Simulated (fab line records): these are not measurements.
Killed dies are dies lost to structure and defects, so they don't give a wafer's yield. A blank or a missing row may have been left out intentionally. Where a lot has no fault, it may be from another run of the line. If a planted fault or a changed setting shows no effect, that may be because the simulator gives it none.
Comparing a struck lot with a sound one || flow ritCmos || 42 out of 202 route steps
Sound: the wafers L260.3, L260.4, L260.5. Struck: wafer L270.4. (L270.2, L270.3 of the same lot were not struck and are left out.) The cause comes at the end.
At each step with rows: each side's tool, then ch and its chambers, then its first start. Under that, the readings that differ: sound wafers || struck wafers || difference of the means || sigmas: that difference in standard deviations of wafers without a fault.
alike: words and numbers the same on both sides, and readings whose means are apart by under 2 such deviations; not compared: readings that were withheld, readings missing a value for some wafer, numbers with overlapping values and no deviation given by the record, and bounds like >300 which may hide the same value.
Wherever a step has rows on one side only, a row that says differs or no value, or a row with sigmas, the two part there. Numbers that don't overlap but have no deviation are shown without sigmas and don't part them. A reading that every wafer of one side lacks parts them only if that side has two wafers or more.

RIT_SDANNEAL_RTA_03: time 5 s.
  sound on rtpAnneal-01 ch 0, day 4 18:14; struck on rtpAnneal-01 ch 0, day 6 15:45
  alike: wafer_temp_C_max
RIT_SDANNEAL_RS_MEAS_04: measures by four-point-probe.
  struck on filmMetro-04, day 6 15:49; sound on filmMetro-04, day 4 18:19
  alike: PSD_RS
RIT_SDANNEAL_RS_MEAS_05: measures by four-point-probe.
  struck on filmMetro-04, day 6 15:56; sound on filmMetro-04, day 4 18:26
  alike: NSD_RS
RIT_SDANNEAL_RS_MEAS_06: measures by four-point-probe.
  struck on filmMetro-04, day 6 16:03; sound on filmMetro-04, day 4 18:33
  alike: PLDD_RS
RIT_SDANNEAL_RS_MEAS_07: measures by four-point-probe.
  struck on filmMetro-04, day 6 16:10; sound on filmMetro-04, day 4 18:40
{"reading": "NLDD_RS (ohm/sq)", "sound": "154.3 153.7 154.5", "struck": 152.7, "difference": -1.5, "sigmas": -3}
then, 2 steps without rows for these wafers: RIT_SILICIDE_WET_ETCH_00 (etches SiO2 in BOE, target depth 14 nm, time 15 s); RIT_SILICIDE_SPUTTER_01 (material Ti, target thk 30 nm, time 246.4 s).
RIT_SILICIDE_RS_MEAS_02: measures by four-point-probe.
  struck on filmMetro-01, day 6 16:28; sound on filmMetro-01, day 4 18:58
  alike: SILICIDE_TI_RS
RIT_SILICIDE_THK_MEAS_03: measures by xrf.
  struck on filmMetro-01, day 6 16:34; sound on filmMetro-01, day 4 19:04
  alike: SILICIDE_TI_THK
RIT_SILICIDE_RTA_04: time 10 s, ramp up 5 s, ramp down 5 s.
  sound on rtpAnneal-02 ch 0, day 4 19:07; struck on rtpAnneal-02 ch 0, day 6 16:38
  alike: wafer_temp_C_max
then, 1 step without rows for these wafers: RIT_SILICIDE_WET_ETCH_05 (etches Ti in SPM, time 120 s).
RIT_SILICIDE_RTA_06: time 10 s, ramp up 5 s, ramp down 10 s.
  sound on rtpAnneal-01 ch 0, day 4 19:14; struck on rtpAnneal-01 ch 0, day 6 16:44
  alike: wafer_temp_C_max
RIT_CONTACT_CVD_00: deposits SiO2 from TEOS, target thk 400 nm, time 61 s.
  sound on pecvd-02 ch 0,1, day 4 19:16; struck on pecvd-04 ch 0, day 6 16:48
{"reading": "model.SiO2_of_CONTACT_CVD_00.thkNm (nm)", "sound": "400.4 408.1 399.2", "struck": 220.9, "difference": -181.7, "sigmas": ""}
  alike: heaterPowerW
RIT_CONTACT_THK_MEAS_01:
  struck on filmMetro-03, day 6 17:05; sound on filmMetro-04, day 4 19:20
{"reading": "CONTACT_TEOS_THK (nm)", "sound": "400 408 399", "struck": 221, "difference": -181, "sigmas": -36}
  not compared: hold
then, 5 steps without rows for these wafers: RIT_CONTACT_COAT_03 (resist thk 1000 nm); RIT_CONTACT_SOFTBAKE_04 (time 60 s); RIT_CONTACT_EXPOSE_05 (exposes mask M11, target cd 1000 nm); RIT_CONTACT_PEB_06; RIT_CONTACT_DEVELOP_07 (develop time 120 s).
RIT_CONTACT_CD_MEAS_08: target cd 1000 nm.
  struck on cdSem-01, day 7 00:13; sound on cdSem-02, day 4 20:23
  alike: cdNm
RIT_CONTACT_OVL_MEAS_09:
  struck on overlay-02, day 7 00:19; sound on overlay-01, day 4 20:29
  alike: CONTACT_OVL
then, 1 step without rows for these wafers: RIT_CONTACT_HARDBAKE_10 (time 60 s).
RIT_CONTACT_ETCH_11: etches SiO2 in CHF3/CF4/Ar, stops on TiSi2, target depth 480 nm, time 320 s.
  sound on rieDiel-01 ch 0,1,2, day 4 20:40; struck on rieDiel-04 ch 0, day 7 00:30
{"reading": "oesProductAu (a.u.)", "sound": "0.995 0.970 1.022", "struck": 0.959, "difference": -0.037, "sigmas": -2}
{"reading": "model.CONTACT.featureDepthNm (nm)", "sound": "400.4 408.1 399.2", "struck": 220.9, "difference": -181.7, "sigmas": ""}
{"reading": "model.etch.depthNm (nm)", "sound": "400.4 408.1 399.2", "struck": 220.9, "difference": -181.7, "sigmas": ""}
  alike: drypumpMotorCurrentA, throttleValvePct
  not compared: rfHoursCounterH
RIT_CONTACT_STRIP_12: strips in O2, time 180 s.
  sound on plasmaAsher-02 ch 0,1, day 4 20:55; struck on plasmaAsher-02 ch 0, day 7 00:42
  alike: drypumpMotorCurrentA
  not compared: rfHoursCounterH
RIT_CONTACT_CD_MEAS_90: target cd 1000 nm.
  struck on cdSem-01, day 7 00:53; sound on cdSem-01, day 4 21:04
  alike: cdNm
then, 2 steps without rows for these wafers: RIT_CONTACT_CLEAN_13 (cleans in SC1, time 600 s); RIT_CONTACT_CLEAN_14 (cleans in SC2, time 600 s).
RIT_M1_SPUTTER_00: material Al, target thk 400 nm, time 522.8 s.
  struck on pvdSputter-01, day 7 01:22; sound on pvdSputter-03, day 4 21:42
{"reading": "throttleValvePct (%)", "sound": "29.6 28.6 29.9", "struck": 32.1, "difference": "+2.7", "sigmas": "+2"}
RIT_M1_RS_MEAS_01: measures by four-point-probe.
  struck on filmMetro-04, day 7 01:40; sound on filmMetro-04, day 4 22:02
  alike: M1_AL_RS
RIT_M1_THK_MEAS_02: measures by xrf.
  struck on filmMetro-04, day 7 01:47; sound on filmMetro-04, day 4 22:08
  alike: M1_AL_THK
then, 6 steps without rows for these wafers: RIT_M1_HMDS_03 (prime time 60 s); RIT_M1_COAT_04 (resist thk 1300 nm); RIT_M1_SOFTBAKE_05 (time 60 s); RIT_M1_EXPOSE_06 (exposes mask M12, target cd 2600 nm); RIT_M1_PEB_07; RIT_M1_DEVELOP_08 (develop time 68 s).
RIT_M1_CD_MEAS_09: target cd 2600 nm.
  struck on cdSem-02, day 7 02:44; sound on cdSem-02, day 4 23:16
{"reading": "cdNm (nm)", "sound": "2603.7 2605.5 2605.1", "struck": 2598.8, "difference": -6.0, "sigmas": -3}
RIT_M1_OVL_MEAS_10:
  struck on overlay-02, day 7 02:50; sound on overlay-02, day 4 23:21
{"reading": "M1_OVL (nm)", "sound": "0.5 1.6 -0.5", "struck": -2.3, "difference": -2.8, "sigmas": -2}
then, 1 step without rows for these wafers: RIT_M1_HARDBAKE_11 (time 120 s).
RIT_M1_METAL_ETCH_12: etches Al in Cl2/BCl3, stops on SiO2, time 165 s, target depth 600 nm.
  sound on rieMetal-01 ch 0, day 4 23:44; struck on rieMetal-04 ch 1, day 7 03:07
{"reading": "model.SiO2_of_CONTACT_CVD_00.thkNm (nm)", "sound": "363.3 371.2 362.3", "struck": 183.8, "difference": -181.8, "sigmas": ""}
  alike: drypumpMotorCurrentA, mfcCl2Sccm, oesProductAu, throttleValvePct
  not compared: rfHoursCounterH
then, 1 step without rows for these wafers: RIT_M1_STRIP_13 (strips in nmp, time 600 s).
RIT_M1_PROBE_99:
  struck on prober-02, day 7 05:31; sound on prober-02, day 5 02:08
  alike: killedAtFrontEnd, killedDies, killedOpen, killedShort

WHERE THEY PART
Last at RIT_M1_OVL_MEAS_10 as far as this record goes, first at RIT_SDANNEAL_RS_MEAS_07. Later steps at which nothing parts them and some readings are alike: RIT_M1_METAL_ETCH_12, RIT_M1_PROBE_99.

WHY: what the simulator had put in
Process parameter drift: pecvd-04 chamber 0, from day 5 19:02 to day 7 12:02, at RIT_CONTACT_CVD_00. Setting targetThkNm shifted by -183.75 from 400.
